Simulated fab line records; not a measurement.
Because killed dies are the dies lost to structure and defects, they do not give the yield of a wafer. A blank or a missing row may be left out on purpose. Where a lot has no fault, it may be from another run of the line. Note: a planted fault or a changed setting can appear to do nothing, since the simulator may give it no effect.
fab line records | flow rit-cmos
record lots=15 wafers=45 last-day=7
route steps=202 shown PWELL@42 M1@202
lots with no fault: from the same line, run without faults
start-h: hours from the record's first day to the start of the lot's first wafer shown | wait-h: how many hours have passed since the lot's step before this one | " identical to the entry in the row above | L1.1+2: one row covering several wafers at once | - value missing, or start not given | * or withheld: withheld | < > ~ a bound
route shown NAME@n: names a module that has steps shown in the file, with the first one's number in the route | usual: average and standard deviation across the fault-free wafers | same: alike in all rows | chamber/n: place in a boat | sites: each site's reading | _std_site: standard deviation across them | _edge_site: inner sites' mean taken away from outer sites' mean | radius-mm: how far each site lies from the wafer's centre | mask NAME#n: copy n | behind: tool/chamber where the wafer was last shaped | hold: why the lot went on hold/how many hours it stayed there/how the hold came to an end | device: transistor that didn't switch, given as n, p or np | end of line: the same wafers' tests at the end of the route | a step with no rows: only its recipe | killed: count of dies lost to structure and defects at first sort (not the wafer's yield) | map: shows each die of a wafer: x if killed, . if not, _ if none is there
set.NAME: the run value of the setting; set.NAME@STEP: its run value at that earlier step | model.NAME: the simulator's own value behind a step, which no gauge read
the route's steps for a sample of lots (tables are steps, rows are wafers)
services: from which hour (start-h, from the record's first day; less than 0 if before it) a tool's chamber was out of use, for how many hours, and why
## steps
# step RIT_PWELL_EXPOSE_03
# recipe mask-id=M3 na=0.57 target-cd-nm=43700 dose-mj=250
# usual focus-offset-nm=0.0/0.45
# columns lot.wafer tool chamber start-h wait-h mask focus-offset-nm
L531.2 iline-stepper-02 0 23.72 0.1 M3#0 -0.4
L531.5 " 0 " " M3#0 -0.6
L531.6 " 0 " " M3#0 0.2
L532.3 iline-stepper-01 0 28.63 0.2 M3#0 -0.8
L532.4 " 0 " " M3#0 0.0
L532.6 " 0 " " M3#0 -0.2
L533.1 iline-stepper-01 0 35.16 0.1 M3#0 1.1
L533.3 " 0 " " M3#0 0.8
L533.6 " 0 " " M3#0 0.4
L534.3 iline-stepper-01 0 37.48 0.1 M3#0 -0.1
L534.4 " 0 " " M3#0 -0.2
L534.5 " 0 " " M3#0 0.2
L535.3 iline-stepper-02 0 43.19 0.2 M3#0 0.9
L535.4 " 0 " " M3#0 0.6
L535.5 " 0 " " M3#0 1.4
L537.2 iline-stepper-02 0 53.87 0.1 M3#0 -0.5
L537.4 " 0 " " M3#0 0.0
L537.5 " 0 " " M3#0 0.1
L538.3 iline-stepper-01 0 57.97 0.2 M3#0 0.3
L538.5 " 0 " " M3#0 0.0
L538.6 " 0 " " M3#0 0.1
L539.2 iline-stepper-01 0 63.38 0.1 M3#0 -0.1
L539.3 " 0 " " M3#0 -1.0
L539.4 " 0 " " M3#0 -0.3
L541.3 iline-stepper-01 0 74.03 0.2 M3#0 -0.1
L541.5 " 0 " " M3#0 0.1
L541.6 " 0 " " M3#0 0.3
L543.2 iline-stepper-02 0 85.09 0.1 M3#0 0.4
L543.5 " 0 " " M3#0 -0.6
L543.6 " 0 " " M3#0 -0.3
L545.2 iline-stepper-01 0 93.45 0.2 M3#0 0.0
L545.3 " 0 " " M3#0 -0.4
L545.6 " 0 " " M3#0 -0.3
L549.2 iline-stepper-02 0 115.12 0.2 M3#0 0.1
L549.3 " 0 " " M3#0 -0.7
L549.6 " 0 " " M3#0 0.1
L551.3 iline-stepper-02 0 122.61 0.2 M3#0 -0.1
L551.5 " 0 " " M3#0 0.1
L551.6 " 0 " " M3#0 -0.1
L553.1 iline-stepper-02 0 133.19 0.2 M3#0 0.3
L553.2 " 0 " " M3#0 0.8
L553.6 " 0 " " M3#0 0.1
L554.4 iline-stepper-02 0 138.88 0.1 M3#0 0.2
L554.5 " 0 " " M3#0 0.2
L554.6 " 0 " " M3#0 0.1
# step RIT_PWELL_OVL_MEAS_06
# usual PWELL_OVL=-0.9/1.6
# columns lot.wafer tool chamber start-h wait-h PWELL_OVL[nm]
L531.2 overlay-01 - 24.13 - -1.1
L531.5 " - " " -1.5
L531.6 " - " " -0.5
L532.3 overlay-02 - 29.03 - 1.0
L532.4 " - " " -0.9
L532.6 " - " " 0.1
L533.1 overlay-02 - 35.59 - 0.8
L533.3 " - " " -0.9
L533.6 " - " " -0.8
L534.3 overlay-02 - 37.88 - -3.4
L534.4 " - " " -2.5
L534.5 " - " " -1.5
L535.3 overlay-02 - 43.59 - -1.2
L535.4 " - " " -2.9
L535.5 " - " " -1.4
L537.2 overlay-01 - 54.29 - -1.2
L537.4 " - " " -2.0
L537.5 " - " " -2.0
L538.3 overlay-02 - 58.37 - -1.2
L538.5 " - " " 1.3
L538.6 " - " " -1.3
L539.2 overlay-01 - 63.87 - 420.3
L539.3 " - " " 421.1
L539.4 " - " " 418.5
L541.3 overlay-02 - 74.44 - 420.6
L541.5 " - " " 419.3
L541.6 " - " " 419.1
L543.2 overlay-02 - 85.50 - -1.9
L543.5 " - " " -0.8
L543.6 " - " " -2.0
L545.2 overlay-02 - 93.87 - 419.7
L545.3 " - " " 420.3
L545.6 " - " " 419.9
L549.2 overlay-01 - 115.53 - 0.0
L549.3 " - " " -1.6
L549.6 " - " " -2.0
L551.3 overlay-01 - 123.01 - -2.7
L551.5 " - " " -1.4
L551.6 " - " " -1.9
L553.1 overlay-01 - 133.62 - -0.1
L553.2 " - " " -4.1
L553.6 " - " " -3.1
L554.4 overlay-02 - 139.27 - -3.3
L554.5 " - " " -2.4
L554.6 " - " " -3.1
# step RIT_M1_PROBE_99
# usual killed-at-contacts=0.0/0.2 killed-at-front-end=7.2/2.5 killed-dies=7.3/2.5 killed-open=3.8/1.9 killed-short=3.5/1.8
# same gross-dies=264 killed_at_M0_to_M3=0 killed_at_M4_up=0 killed-at-back-side=0 killed-at-other=0
# columns lot.wafer tool chamber start-h wait-h killed-at-contacts killed-at-front-end killed-dies killed-open killed-short
L545.2 prober-02 - 133.01 0.1 0 8 8 3 5
L554.4 prober-01 - 173.95 0.2 0 9 9 4 5
L554.5 prober-01 - 174.00 0.2 0 4 4 3 1
L554.6 prober-01 - 174.05 0.2 0 4 4 2 2
# killed by level:class
L545.2 GATE:geometric-particle:short=2 FOX1:geometric-particle:short=1 FOX1:geometric-particle:open=1 FOX2:geometric-particle:short=1 GATE:geometric-particle:open=1 REOX:geometric-particle:short=1 SPACER:geometric-particle:open=1
L554.4 FOX1:geometric-particle:short=3 FOX2:geometric-particle:open=2 FOX2:geometric-particle:short=1 GATE:geometric-particle:open=1 REOX:geometric-particle:short=1 SILICIDE:geometric-particle:open=1
L554.5 REOX:geometric-particle:open=2 FOX2:geometric-particle:open=1 GATE:geometric-particle:short=1
L554.6 FOX1:geometric-particle:open=1 FOX2:geometric-particle:short=1 GATE:geometric-particle:short=1 SPACER:geometric-particle:open=1
## services
# columns tool chamber start-h hours kind
iline-stepper-02 0 19.66 - calibration
iline-stepper-01 0 81.80 - calibration
## key
first-sign step=RIT_PWELL_OVL_MEAS_06 reading=PWELL_OVL direction=up sigmas=99+ usual=-0.9 struck=419.9
effect none on later readings
met-at RIT_PWELL_EXPOSE_03
struck-lots L539,L541,L545
tester-left-out L539,L541,L545
onset-between 57.97 63.38
fault kind=scanner-matching-overlay tool=iline-stepper-01 chamber=- onset-h=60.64 steps=RIT_PWELL_EXPOSE_03 offset=420
# tester-left-out: of these lots the tester's yield and bins aren't shown, on N5 and GAA mostly nor the transistor test; their killed dies are dies lost to structure and defects alone, not to doping, threshold or leakage, so they don't give the yield
